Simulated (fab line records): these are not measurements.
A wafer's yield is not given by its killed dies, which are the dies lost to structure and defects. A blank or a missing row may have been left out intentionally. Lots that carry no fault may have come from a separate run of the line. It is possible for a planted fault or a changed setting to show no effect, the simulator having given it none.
Which tool was responsible?	flow berkeley_cmos170	42 wafers from 14 lots sampled at 5 of the route's 331 steps

## WHAT EACH GAUGE READ, for each wafer
UCB170_NWELL_THK_MEAS_05.
lot	measured	on	NWELL_NITRIDE_THK (nm)
L686	day 2 14:20	film_metro-03	225.8 223.4 224.6
L687	day 3 03:47	film_metro-01	221.8 221.4 222.0
L689	day 3 03:47	film_metro-04	222.3 221.1 221.4
L691	day 3 13:08	film_metro-03	223.3 227.4 224.6
L693	day 3 21:38	film_metro-01	220.9 222.2 222.6
L694	day 4 05:35	film_metro-03	222.3 222.4 221.2
L696	day 4 11:45	film_metro-04	218.5 219.2 219.2
L695	day 4 11:46	film_metro-01	223.1 221.2 223.0
L703	day 6 02:43	film_metro-01	221.3 222.2 221.6
L704	day 6 11:18	film_metro-01	224.1 223.9 225.1
L705	day 6 11:18	film_metro-03	223.6 222.5 222.3
L706	day 6 18:50	film_metro-03	219.5 220.2 222.2
L709	day 7 06:22	film_metro-03	222.9 220.5 222.4
L708	day 7 06:22	film_metro-04	224.8 226.3 225.5

UCB170_ACTIVE_CD_MEAS_13 targets a cd of 1200 nm.
lot	measured	on	cd_nm (nm)
L686	day 4 19:53	cd_sem-01	1200.8 1202.5 1200.9
L687	day 5 12:12	cd_sem-02	1198.3 1197.2 1198.0
L689	day 5 11:57	cd_sem-01	1200.4 1199.8 1199.8
L691	day 6 01:11	cd_sem-02	1202.4 1200.0 1201.7
L693	day 6 08:09	cd_sem-02	1203.6 1204.6 1202.6
L694	day 6 16:02	cd_sem-01	1201.8 1202.1 1202.4
L696	day 6 21:37	cd_sem-01	1200.1 1201.6 1201.4
L695	day 6 21:23	cd_sem-01	1200.9 1201.0 1199.2
L703	day 8 17:59	cd_sem-02	1201.7 1200.6 1200.3
L704	day 9 00:58	cd_sem-02	1200.5 1201.1 1201.3
L705	day 9 01:12	cd_sem-02	1200.2 1200.7 1200.8
L706	day 9 10:37	cd_sem-02	1199.7 1198.5 1199.6
L709	day 10 00:39	cd_sem-02	1204.1 1204.4 1204.7
L708	day 10 00:57	cd_sem-02	1201.1 1198.8 1199.7

UCB170_GATE_CD_MEAS_12 targets a cd of 350 nm.
lot	measured	on	cd_nm (nm)
L686	day 7 05:41	cd_sem-01	350.1 348.2 349.7
L687	day 8 07:25	cd_sem-02	350.1 350.2 351.2
L689	day 8 07:15	cd_sem-01	349.9 349.3 350.0
L691	day 8 13:41	cd_sem-01	350.9 350.0 349.8
L693	day 8 22:21	cd_sem-02	348.7 347.3 348.5
L694	day 9 14:59	cd_sem-02	350.4 349.9 349.6
L696	day 9 15:35	cd_sem-02	350.2 350.6 350.9
L695	day 9 15:43	cd_sem-02	316.6 315.4 316.1
L703	day 11 07:32	cd_sem-01	321.5 320.8 320.7
L704	day 11 07:16	cd_sem-01	349.0 349.5 348.5
L705	day 11 07:29	cd_sem-02	353.1 351.8 353.3
L706	day 11 22:13	cd_sem-01	350.7 351.5 350.5
L709	day 12 07:42	cd_sem-01	350.7 350.6 352.1
L708	day 12 07:23	cd_sem-02	350.6 350.0 349.8

UCB170_CONTACT_THK_MEAS_02.
lot	measured	on	CONTACT_PSG_THK (nm)
L686	day 8 02:43	film_metro-03	715 715 714
L687	day 9 02:55	film_metro-02	711 708 705
L689	day 9 01:08	film_metro-01	699 701 703
L691	day 9 13:35	film_metro-02	688 687 691
L693	day 9 13:35	film_metro-01	702 704 704
L694	day 10 09:53	film_metro-02	699 698 694
L696	day 10 11:39	film_metro-01	696 700 698
L695	day 10 11:40	film_metro-03	704 704 700
L703	day 12 07:14	film_metro-02	710 710 709
L704	day 12 04:43	film_metro-03	698 692 694
L705	day 12 05:26	film_metro-03	694 692 694
L706	day 12 17:29	film_metro-01	708 700 701
L709	day 13 11:23	film_metro-02	700 704 699
L708	day 13 07:19	film_metro-03	704 709 702

## TOOL THAT RAN EACH LOT (tool first, then ch and the chambers of the sampled wafers, then the start)
lot	UCB170_GATE_PEB_10
L686	litho_track-03 ch 0, day 7 05:25
L687	litho_track-04 ch 0, day 8 07:05
L689	litho_track-01 ch 0, day 8 06:58
L691	litho_track-03 ch 0, day 8 13:25
L693	litho_track-03 ch 0, day 8 22:05
L694	litho_track-03 ch 0, day 9 14:43
L696	litho_track-01 ch 0, day 9 15:18
L695	litho_track-03 ch 0, day 9 15:26
L703	litho_track-03 ch 0, day 11 07:16
L704	litho_track-04 ch 0, day 11 06:56
L705	litho_track-04 ch 0, day 11 07:13
L706	litho_track-04 ch 0, day 11 21:53
L709	litho_track-01 ch 0, day 12 07:23
L708	litho_track-01 ch 0, day 12 07:08
- UCB170_GATE_PEB_10

## AS READ BY THE TOOLS THEMSELVES (means over the sampled wafers that have a number; for cases with no such wafer, the mark the record gives instead)
UCB170_GATE_PEB_10.
lot	tool	exhaust_pa (Pa)	heater_power_total_W (W)	plate_temp_C (C)
L686	litho_track-03	44.0	56.81	129.93
L687	litho_track-04	44.7	56.77	130.22
L689	litho_track-01	46.3	56.80	130.06
L691	litho_track-03	46.4	56.81	129.88
L693	litho_track-03	45.1	56.81	130.05
L694	litho_track-03	44.2	56.79	129.98
L696	litho_track-01	46.4	56.80	129.85
L695	litho_track-03	44.4	60.45	136.45
L703	litho_track-03	45.5	60.49	136.39
L704	litho_track-04	45.2	56.86	130.21
L705	litho_track-04	44.6	56.78	129.97
L706	litho_track-04	44.7	56.88	129.86
L709	litho_track-01	44.6	56.79	130.09
L708	litho_track-01	44.6	56.75	130.12

## THE ANSWER, worked out from the rows above alone
Rule: usual is defined by the lots themselves. Put in order of their means at a reading, lots are off if they are a third of the lots or fewer, leave a main group of 4 or more, and stand apart from it by a gap of 3 or more times the standard deviation of the main group's means; of several such gaps the widest counts. A main group whose means are all the same, to the digits that the tables above print for the reading, isn't used. A lot without any number at a reading at which 4 lots or more have one is off too. All remaining lots with rows at the step are treated as sound. After the gauges, taken in route order, come the tools' own readings; for these a lot's mean is taken, as printed above. At the first step where some lot is off, the reading lying furthest off is the one used; lots without a number count as furthest.
Off: L695, L703, at UCB170_GATE_CD_MEAS_12 (cd_nm). The main group: mean 350.2 nm, standard deviation 1.1.
A tool fits if, at a process step before that reading, it ran every lot that is off, and no sound lot after the first of them. The gauges at UCB170_GATE_CD_MEAS_12 aren't tried: what is off there is off at UCB170_GATE_PEB_10 too, on other tools, and a gauge's error can't cause that. One fits: UCB170_GATE_PEB_10 on litho_track-03. Its last sound lot is L694 (day 9 14:43), its first lot that is off L695 (day 9 15:26): a fault that began between those two fits.
The tool's own readings at UCB170_GATE_PEB_10 bear it out: on the lots that are off they differ by more than 5 times the standard deviation of the sound lots' means. heater_power_total_W reads 60.47 W there against 56.80 W on the sound lots; plate_temp_C reads 136.42 C there against 130.02 C on the sound lots.

## WHAT WAS PUT IN BY THE SIMULATOR
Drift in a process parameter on litho_track-03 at UCB170_GATE_PEB_10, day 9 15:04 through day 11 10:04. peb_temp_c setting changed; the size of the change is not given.
Struck lots among those shown: L695, L703. Same finding as the rule above.
